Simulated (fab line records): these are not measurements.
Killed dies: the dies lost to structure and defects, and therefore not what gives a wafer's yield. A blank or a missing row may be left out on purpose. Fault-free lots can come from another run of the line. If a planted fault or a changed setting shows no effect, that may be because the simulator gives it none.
Which tool was responsible? -- flow berkeley-cmos170 -- 14 lots, 42 wafers sampled, at 5 steps of a route of 331

WHAT EACH GAUGE READ, for each wafer
UCB170_PFIELD_TW_MEAS_09.
lot,measured,on,PFIELD_TW
L853,day 3 17:18,film-metro-04,604 603 603
L855,day 4 05:50,film-metro-01,598 596 594
L857,day 5 01:47,film-metro-01,589 592 586
L858,day 5 05:58,film-metro-04,602 601 597
L863,day 6 03:19,film-metro-02,607 607 608
L866,day 6 12:32,film-metro-01,591 593 592
L868,day 7 01:46,film-metro-02,604 606 604
L869,day 7 21:39,film-metro-04,597 595 599
L871,day 8 06:30,film-metro-01,593 595 595
L872,day 8 12:26,film-metro-02,603 603 603
L873,day 8 12:44,film-metro-04,599 600 600
L875,day 8 17:34,film-metro-04,600 597 599
L874,day 8 17:41,film-metro-04,597 599 597
L876,day 9 00:26,film-metro-02,606 606 607

UCB170_PVT_OVL_MEAS_06.
lot,measured,on,PVT_OVL (nm)
L853,day 4 18:10,overlay-01,0 -2 3
L855,day 5 11:32,overlay-02,4 4 3
L857,day 6 08:23,overlay-02,2 4 5
L858,day 6 08:17,overlay-01,13 5 12
L863,day 7 14:22,overlay-01,6 6 -4
L866,day 8 01:29,overlay-02,-12 -9 -10
L868,day 8 11:23,overlay-02,5 -4 13
L869,day 8 23:58,overlay-01,8 4 6
L871,day 9 10:17,overlay-01,7 4 5
L872,day 9 20:26,overlay-01,6 5 4
L873,day 9 20:49,overlay-02,-1 -6 1
L875,day 10 03:07,overlay-01,12 8 12
L874,day 10 02:53,overlay-01,4 7 -1
L876,day 10 06:38,overlay-01,4 9 8

UCB170_FIELD_THK_MEAS_91.
lot,measured,on,FIELD_OXIDE_LEFT_2_THK (nm)
L853,day 4 18:35,film-metro-03,351 355 345
L855,day 5 11:56,film-metro-04,350 354 346
L857,day 6 08:47,film-metro-02,354 355 346
L858,day 6 08:42,film-metro-04,342 339 346
L863,day 7 14:47,film-metro-03,354 363 367
L866,day 8 02:07,film-metro-03,334 350 340
L868,day 8 11:47,film-metro-04,370 373 372
L869,day 9 00:23,film-metro-04,362 360 351
L871,day 9 10:42,film-metro-02,367 360 365
L872,day 9 21:01,film-metro-03,357 352 358
L873,day 9 21:30,film-metro-03,344 344 353
L875,day 10 03:32,film-metro-03,345 354 355
L874,day 10 03:22,film-metro-03,349 346 351
L876,day 10 07:07,film-metro-03,374 364 368

WHICH TOOL RAN EACH LOT (tool, then ch and the chambers of the sampled wafers, then the start)
lot,UCB170_PFIELD_COAT_01,UCB170_PFIELD_STRIP_08
L853,"litho-track-02 ch 0, day 3 15:34","plasma-asher-04 ch 0,1, day 3 17:12"
L855,"litho-track-04 ch 0, day 4 04:25","plasma-asher-04 ch 0,1, day 4 05:44"
L857,"litho-track-04 ch 0, day 5 00:30","plasma-asher-04 ch 0,1, day 5 01:41"
L858,"litho-track-04 ch 0, day 5 04:27","plasma-asher-02 ch 0,1, day 5 05:52"
L863,"litho-track-03 ch 0, day 6 01:43","plasma-asher-02 ch 0,1, day 6 03:13"
L866,"litho-track-02 ch 0, day 6 11:36","plasma-asher-04 ch 0,1, day 6 12:26"
L868,"litho-track-02 ch 0, day 7 00:49","plasma-asher-01 ch 0,1, day 7 01:41"
L869,"litho-track-02 ch 0, day 7 20:34","plasma-asher-02 ch 1, day 7 21:32"
L871,"litho-track-03 ch 0, day 8 05:16","plasma-asher-02 ch 0,1, day 8 06:24"
L872,"litho-track-02 ch 0, day 8 11:29","plasma-asher-01 ch 1, day 8 12:20"
L873,"litho-track-03 ch 0, day 8 11:32","plasma-asher-02 ch 0,1, day 8 12:38"
L875,"litho-track-02 ch 0, day 8 16:29","plasma-asher-02 ch 0,1, day 8 17:28"
L874,"litho-track-04 ch 0, day 8 16:39","plasma-asher-04 ch 0,1, day 8 17:35"
L876,"litho-track-04 ch 0, day 8 23:05","plasma-asher-04 ch 0,1, day 9 00:20"
- UCB170_PFIELD_COAT_01: resist thk 900 nm.
- UCB170_PFIELD_STRIP_08: strips in O2.

WHAT THE TOOLS THEMSELVES READ (means of the sampled wafers that have a number; where no wafer has one, the mark that the record gives instead)
UCB170_PFIELD_COAT_01.
lot,tool,resist-line-temp-C (C),spin-speed-rpm (rpm)
L853,litho-track-02,22.99,1500.4
L855,litho-track-04,23.00,1499.9
L857,litho-track-04,22.93,1188.9
L858,litho-track-04,23.05,1188.4
L863,litho-track-03,22.89,1501.1
L866,litho-track-02,23.16,1499.2
L868,litho-track-02,22.95,1498.8
L869,litho-track-02,22.98,1498.7
L871,litho-track-03,23.06,1500.0
L872,litho-track-02,23.10,1499.3
L873,litho-track-03,23.02,1499.8
L875,litho-track-02,22.98,1500.2
L874,litho-track-04,22.96,1499.9
L876,litho-track-04,22.99,1500.6

UCB170_PFIELD_STRIP_08.
lot,tool,drypump-motor-current-A (A),oes-product-au (a.u.),strip-time-to-endpoint-s (s)
L853,plasma-asher-04,5.49,0.732,21.68
L855,plasma-asher-04,5.49,0.735,21.63
L857,plasma-asher-04,5.76,0.737,24.30
L858,plasma-asher-02,5.52,0.739,24.26
L863,plasma-asher-02,5.54,0.733,21.61
L866,plasma-asher-04,5.77,0.729,21.64
L868,plasma-asher-01,5.42,0.738,21.58
L869,plasma-asher-02,5.51,0.731,21.73
L871,plasma-asher-02,5.53,0.733,21.64
L872,plasma-asher-01,5.40,0.735,21.61
L873,plasma-asher-02,5.53,0.733,21.66
L875,plasma-asher-02,5.54,0.731,21.74
L874,plasma-asher-04,5.77,0.731,21.60
L876,plasma-asher-04,5.78,0.733,21.55

THE ANSWER, worked out from the rows above alone
Rule: what is usual is taken from the lots themselves. The widest of any qualifying gaps counts: lots, ordered by their means at a reading, are off when they make up no more than a third of the lots, leave a main group of 4 or more, and stand apart from it by 3 or more times the standard deviation of that group's means. A main group whose means are all the same, to the digits that the tables above print for the reading, isn't used. Also off: a lot with no number at a reading for which 4 or more lots have one. All remaining lots with rows at the step are treated as sound. After the gauges, taken in route order, come the tools' own readings; for these a lot's mean is taken, as printed above. The first step at which some lot is off is used, and at that step the reading that is off furthest; a lot without a number counts as furthest.
Off at UCB170_PFIELD_COAT_01 (spin-speed-rpm): L857, L858. For the main group the mean is 1499.8 rpm and the standard deviation 0.69.
If a tool, at that step or one of the process steps before it, ran each lot that is off and ran no sound lot following the first of them, it fits. Not one of the candidates tried fits.

WHAT HAD BEEN PUT IN BY THE SIMULATOR
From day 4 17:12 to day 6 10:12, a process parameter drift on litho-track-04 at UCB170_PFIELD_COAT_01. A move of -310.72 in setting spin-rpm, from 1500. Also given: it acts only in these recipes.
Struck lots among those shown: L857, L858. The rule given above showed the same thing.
